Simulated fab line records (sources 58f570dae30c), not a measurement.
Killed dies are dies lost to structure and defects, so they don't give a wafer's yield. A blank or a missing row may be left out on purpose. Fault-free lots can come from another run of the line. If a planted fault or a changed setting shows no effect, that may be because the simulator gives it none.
Split-lot trial / flow berkeley cmos170 / 23 wafers read from 5 lots, route of 331 steps

## SPLIT DETAILS
At UCB170_NSD_COAT_01 (resist thk 900 nm), the setting spin rpm was moved away from the recipe's 1500 rpm on 6 of the 23 wafers read, by -5.7% to +2.0%. All remaining wafers had this setting at the recipe value.

The reading comes from the split's own step.

## THE READING
KrF_of_NSD_COAT_01.thk nm (the simulator's own value, which no gauge read), in nm, at UCB170_NSD_COAT_01 (resist thk 900 nm). No usual value for it is given in the file. The 17 wafers here that ran the recipe average 901.8 nm, standard deviation 2.2 nm.

wafer=L076.1; tool, chamber at the split=litho track-03, 0; spin rpm as run, rpm=1500; against the recipe=recipe; KrF_of_NSD_COAT_01.thk nm, nm=902.4; against lot-mates on the recipe=-
wafer=L076.2; tool, chamber at the split=litho track-03, 0; spin rpm as run, rpm=1500; against the recipe=recipe; KrF_of_NSD_COAT_01.thk nm, nm=902.7; against lot-mates on the recipe=-
wafer=L076.3; tool, chamber at the split=litho track-03, 0; spin rpm as run, rpm=1500; against the recipe=recipe; KrF_of_NSD_COAT_01.thk nm, nm=898.3; against lot-mates on the recipe=-
wafer=L076.4; tool, chamber at the split=litho track-03, 0; spin rpm as run, rpm=1500; against the recipe=recipe; KrF_of_NSD_COAT_01.thk nm, nm=900.1; against lot-mates on the recipe=-
wafer=L076.5; tool, chamber at the split=litho track-03, 0; spin rpm as run, rpm=1500; against the recipe=recipe; KrF_of_NSD_COAT_01.thk nm, nm=899.1; against lot-mates on the recipe=-
wafer=L078.2; tool, chamber at the split=litho track-03, 0; spin rpm as run, rpm=1500; against the recipe=recipe; KrF_of_NSD_COAT_01.thk nm, nm=900.9; against lot-mates on the recipe=-
wafer=L078.3; tool, chamber at the split=litho track-03, 0; spin rpm as run, rpm=1500; against the recipe=recipe; KrF_of_NSD_COAT_01.thk nm, nm=903.6; against lot-mates on the recipe=-
wafer=L078.4; tool, chamber at the split=litho track-03, 0; spin rpm as run, rpm=1500; against the recipe=recipe; KrF_of_NSD_COAT_01.thk nm, nm=900; against lot-mates on the recipe=-
wafer=L078.5; tool, chamber at the split=litho track-03, 0; spin rpm as run, rpm=1415; against the recipe=-5.7%; KrF_of_NSD_COAT_01.thk nm, nm=926.3; against lot-mates on the recipe=+24.8
wafer=L078.6; tool, chamber at the split=litho track-03, 0; spin rpm as run, rpm=1415; against the recipe=-5.7%; KrF_of_NSD_COAT_01.thk nm, nm=927.3; against lot-mates on the recipe=+25.8
wafer=L079.1; tool, chamber at the split=litho track-01, 0; spin rpm as run, rpm=1500; against the recipe=recipe; KrF_of_NSD_COAT_01.thk nm, nm=904; against lot-mates on the recipe=-
wafer=L079.2; tool, chamber at the split=litho track-01, 0; spin rpm as run, rpm=1459; against the recipe=-2.7%; KrF_of_NSD_COAT_01.thk nm, nm=914.4; against lot-mates on the recipe=+10.2
wafer=L079.4; tool, chamber at the split=litho track-01, 0; spin rpm as run, rpm=1500; against the recipe=recipe; KrF_of_NSD_COAT_01.thk nm, nm=904.9; against lot-mates on the recipe=-
wafer=L079.5; tool, chamber at the split=litho track-01, 0; spin rpm as run, rpm=1500; against the recipe=recipe; KrF_of_NSD_COAT_01.thk nm, nm=903.8; against lot-mates on the recipe=-
wafer=L079.6; tool, chamber at the split=litho track-01, 0; spin rpm as run, rpm=1459; against the recipe=-2.7%; KrF_of_NSD_COAT_01.thk nm, nm=916.4; against lot-mates on the recipe=+12.2
wafer=L080.1; tool, chamber at the split=litho track-03, 0; spin rpm as run, rpm=1500; against the recipe=recipe; KrF_of_NSD_COAT_01.thk nm, nm=905.4; against lot-mates on the recipe=-
wafer=L080.2; tool, chamber at the split=litho track-03, 0; spin rpm as run, rpm=1530; against the recipe=+2.0%; KrF_of_NSD_COAT_01.thk nm, nm=895.7; against lot-mates on the recipe=-8.0
wafer=L080.3; tool, chamber at the split=litho track-03, 0; spin rpm as run, rpm=1500; against the recipe=recipe; KrF_of_NSD_COAT_01.thk nm, nm=902.3; against lot-mates on the recipe=-
wafer=L080.5; tool, chamber at the split=litho track-03, 0; spin rpm as run, rpm=1500; against the recipe=recipe; KrF_of_NSD_COAT_01.thk nm, nm=903.5; against lot-mates on the recipe=-
wafer=L080.6; tool, chamber at the split=litho track-03, 0; spin rpm as run, rpm=1530; against the recipe=+2.0%; KrF_of_NSD_COAT_01.thk nm, nm=891.2; against lot-mates on the recipe=-12.5
wafer=L082.2; tool, chamber at the split=litho track-03, 0; spin rpm as run, rpm=1500; against the recipe=recipe; KrF_of_NSD_COAT_01.thk nm, nm=898.9; against lot-mates on the recipe=-
wafer=L082.4; tool, chamber at the split=litho track-03, 0; spin rpm as run, rpm=1500; against the recipe=recipe; KrF_of_NSD_COAT_01.thk nm, nm=901.1; against lot-mates on the recipe=-
wafer=L082.6; tool, chamber at the split=litho track-03, 0; spin rpm as run, rpm=1500; against the recipe=recipe; KrF_of_NSD_COAT_01.thk nm, nm=899.7; against lot-mates on the recipe=-

FIT RESULTS
A straight line over all 23 wafers: KrF_of_NSD_COAT_01.thk nm changes by -4.46 nm for each +1% of spin rpm; r = -0.97; the points scatter about the line by 2.1 nm.
The same after taking each lot's own level away (the mean of its wafers on the recipe; 23 wafers): -4.49 nm for each +1%; r = -0.99; scatter 1.5 nm.
On that fit, the largest move of spin rpm shifts the reading by 25 nm.
The lots' own levels span 899.90 to 904.23 nm, that is 2.0 times the standard deviation above.
So the lot-to-lot level changes the slope little: the two slopes agree.
Check: +25.5 nm against its lot-mates is what the line predicts for one of the wafers moved furthest among these (-5.7%) when that wafer is left out of the fit. Against them it came out at +24.8 nm.

## THE OTHER SPLITS THESE WAFERS WENT THROUGH
Other splits were also applied to these wafers ahead of the reading. Each is held against what the fit with the lots' levels taken away leaves over:
other split on the same wafers=UCB170_START_OXIDATION_02 ox time s; wafers away from the commonest value=10; r with KrF_of_NSD_COAT_01.thk nm (lot level and that fit taken away)=-0.01
other split on the same wafers=UCB170_NWELL_IMPLANT_14 dose cm2; wafers away from the commonest value=7; r with KrF_of_NSD_COAT_01.thk nm (lot level and that fit taken away)=+0.38
other split on the same wafers=UCB170_ACTIVE_OXIDATION_02 temp c; wafers away from the commonest value=10; r with KrF_of_NSD_COAT_01.thk nm (lot level and that fit taken away)=+0.09
other split on the same wafers=UCB170_ACTIVE_STRIP_16 power w; wafers away from the commonest value=4; r with KrF_of_NSD_COAT_01.thk nm (lot level and that fit taken away)=-0.07
other split on the same wafers=UCB170_SCREENOX_OXIDATION_01 temp c; wafers away from the commonest value=18; r with KrF_of_NSD_COAT_01.thk nm (lot level and that fit taken away)=-0.01
other split on the same wafers=UCB170_PLDD_PEB_04 peb temp c; wafers away from the commonest value=4; r with KrF_of_NSD_COAT_01.thk nm (lot level and that fit taken away)=-0.07
other split on the same wafers=UCB170_NLDD_EXPOSE_03 dose mj; wafers away from the commonest value=4; r with KrF_of_NSD_COAT_01.thk nm (lot level and that fit taken away)=+0.16

## THE WHOLE CHAIN: every reading that the file lists as answering this split, in the file's order
step=UCB170_NSD_COAT_01; what it does=resist thk 900 nm; reading=KrF_of_NSD_COAT_01.thk nm (the simulator's own value, which no gauge read); change (the file's fit)=-4.47 nm for each +1% of the setting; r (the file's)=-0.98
step=UCB170_NSD_STRIP_09; what it does=strips in O2; reading=strip time to endpoint s; change (the file's fit)=withheld for each +1% of the setting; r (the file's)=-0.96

## THE FILE'S OWN FIT
KrF_of_NSD_COAT_01.thk nm changes by -4.47 nm for each +1% of spin rpm, r = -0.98.
